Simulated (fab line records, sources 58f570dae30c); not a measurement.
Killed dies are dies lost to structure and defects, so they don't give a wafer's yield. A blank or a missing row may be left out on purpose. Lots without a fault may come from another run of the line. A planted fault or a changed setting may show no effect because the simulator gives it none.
Which tool did it? | flow berkeley_cmos170 | 14 lots, 42 wafers sampled, at 4 steps of a route of 331

WHAT THE GAUGES READ, wafer by wafer
UCB170_V1_BOW_MEAS_03.
lot  | measured     | on            | V1_BOW (um)
L668 | day 8 14:49  | film_metro-03 | 14 20 9
L671 | day 8 21:44  | film_metro-02 | 22 2 10
L676 | day 10 14:16 | film_metro-03 | 31 15 22
L677 | day 10 15:38 | film_metro-04 | 21 15 19
L678 | day 11 10:28 | film_metro-03 | 20 21 24
L679 | day 11 07:44 | film_metro-04 | 18 18 19
L682 | day 12 04:50 | film_metro-02 | 13 29 17
L683 | day 12 01:17 | film_metro-04 | 10 24 19
L684 | day 12 22:37 | film_metro-02 | 1 16 19
L686 | day 12 23:57 | film_metro-04 | 0 15 13
L687 | day 12 20:12 | film_metro-04 | 22 17 29
L688 | day 13 00:15 | film_metro-03 | 20 12 13
L690 | day 13 13:05 | film_metro-03 | 6 -4 8
L691 | day 13 09:14 | film_metro-04 | 18 19 25

UCB170_M2_THK_MEAS_03: measures by xrf.
lot  | measured     | on            | M2_AL_THK (nm)
L668 | day 8 16:58  | film_metro-04 | 910 917 922
L671 | day 9 00:42  | film_metro-04 | 903 896 904
L676 | day 10 16:56 | film_metro-04 | 917 928 922
L677 | day 10 21:36 | film_metro-04 | 913 903 911
L678 | day 11 13:03 | film_metro-02 | 922 915 922
L679 | day 11 09:47 | film_metro-02 | 913 912 913
L682 | day 12 09:52 | film_metro-01 | 901 901 904
L683 | day 12 04:32 | film_metro-04 | 920 929 922
L684 | day 13 00:48 | film_metro-04 | 896 891 891
L686 | day 13 02:35 | film_metro-01 | 913 918 918
L687 | day 12 22:14 | film_metro-04 | 913 925 920
L688 | day 13 02:42 | film_metro-02 | 898 904 901
L690 | day 13 16:03 | film_metro-04 | 892 911 898
L691 | day 13 13:32 | film_metro-02 | 913 909 917

UCB170_M2_OVL_MEAS_16.
lot  | measured     | on         | M2_OVL (nm)
L668 | day 8 18:45  | overlay-02 | 1 -7 -10
L671 | day 9 03:58  | overlay-01 | -6 -6 -4
L676 | day 10 20:37 | overlay-01 | 1 -1 3
L677 | day 10 23:29 | overlay-02 | -9 -4 2
L678 | day 11 19:07 | overlay-01 | -3 -8 -5
L679 | day 11 11:40 | overlay-01 | 0 5 5
L682 | day 12 12:08 | overlay-01 | -3 -6 -1
L683 | day 12 09:01 | overlay-01 | 4 6 3
L684 | day 13 02:44 | overlay-02 | -10 -10 -15
L686 | day 13 06:24 | overlay-02 | -2 0 -3
L687 | day 13 00:07 | overlay-02 | 5 2 -3
L688 | day 13 06:51 | overlay-02 | -7 5 0
L690 | day 13 17:49 | overlay-01 | 8 7 3
L691 | day 13 15:37 | overlay-02 | -4 -5 4

WHICH TOOL RAN EACH LOT (tool, then ch and the chambers of the sampled wafers, then the start)
lot  | UCB170_NWELL_WET_ETCH_18
L668 | wet_bench-04 ch 3, day 2 13:56
L671 | wet_bench-04 ch 1, day 3 02:56
L676 | wet_bench-01 ch 0, day 4 04:58
L677 | wet_bench-04 ch 3, day 4 10:47
L678 | wet_bench-03 ch 1, day 4 17:28
L679 | wet_bench-04 ch 3, day 4 22:04
L682 | wet_bench-01 ch 3, day 5 12:41
L683 | wet_bench-03 ch 1, day 5 19:33
L684 | wet_bench-03 ch 0, day 6 02:35
L686 | wet_bench-03 ch 3, day 6 17:08
L687 | wet_bench-01 ch 0, day 6 17:22
L688 | wet_bench-01 ch 1, day 7 02:29
L690 | wet_bench-04 ch 3, day 7 08:35
L691 | wet_bench-01 ch 2, day 7 08:37
- UCB170_NWELL_WET_ETCH_18: etches Si3N4 in H3PO4, time 14400 s.

WHAT THE TOOLS THEMSELVES READ (means of the sampled wafers that have a number; where no wafer has one, the mark that the record gives instead)
UCB170_NWELL_WET_ETCH_18.
lot  | tool         | temp_c (C)
L668 | wet_bench-04 | 160.02
L671 | wet_bench-04 | 159.96
L676 | wet_bench-01 | 159.86
L677 | wet_bench-04 | 159.85
L678 | wet_bench-03 | 160.00
L679 | wet_bench-04 | 159.85
L682 | wet_bench-01 | 160.08
L683 | wet_bench-03 | 160.06
L684 | wet_bench-03 | 159.84
L686 | wet_bench-03 | 159.96
L687 | wet_bench-01 | 160.08
L688 | wet_bench-01 | 160.00
L690 | wet_bench-04 | 159.92
L691 | wet_bench-01 | 160.00

THE ANSWER, worked out from the rows above alone
Rule: what is usual is taken from the lots themselves. Put in order of their means at a reading, lots are off if they are a third of the lots or fewer, leave a main group of 4 or more, and stand apart from it by a gap of 3 or more times the standard deviation of the main group's means; of several such gaps the widest counts. A main group whose means are all the same, to the digits that the tables above print for the reading, isn't used. A lot without any number at a reading at which 4 lots or more have one is off too. The other lots that the step has rows for count as sound. The gauges are gone through in route order, then the tools' own readings, and for those a lot's mean is taken as printed above. The first step at which some lot is off is used, and at that step the reading that is off furthest; a lot without a number counts as furthest.
No lot is off at any reading shown: from this, nothing can be told.

WHAT THE SIMULATOR HAD PUT IN
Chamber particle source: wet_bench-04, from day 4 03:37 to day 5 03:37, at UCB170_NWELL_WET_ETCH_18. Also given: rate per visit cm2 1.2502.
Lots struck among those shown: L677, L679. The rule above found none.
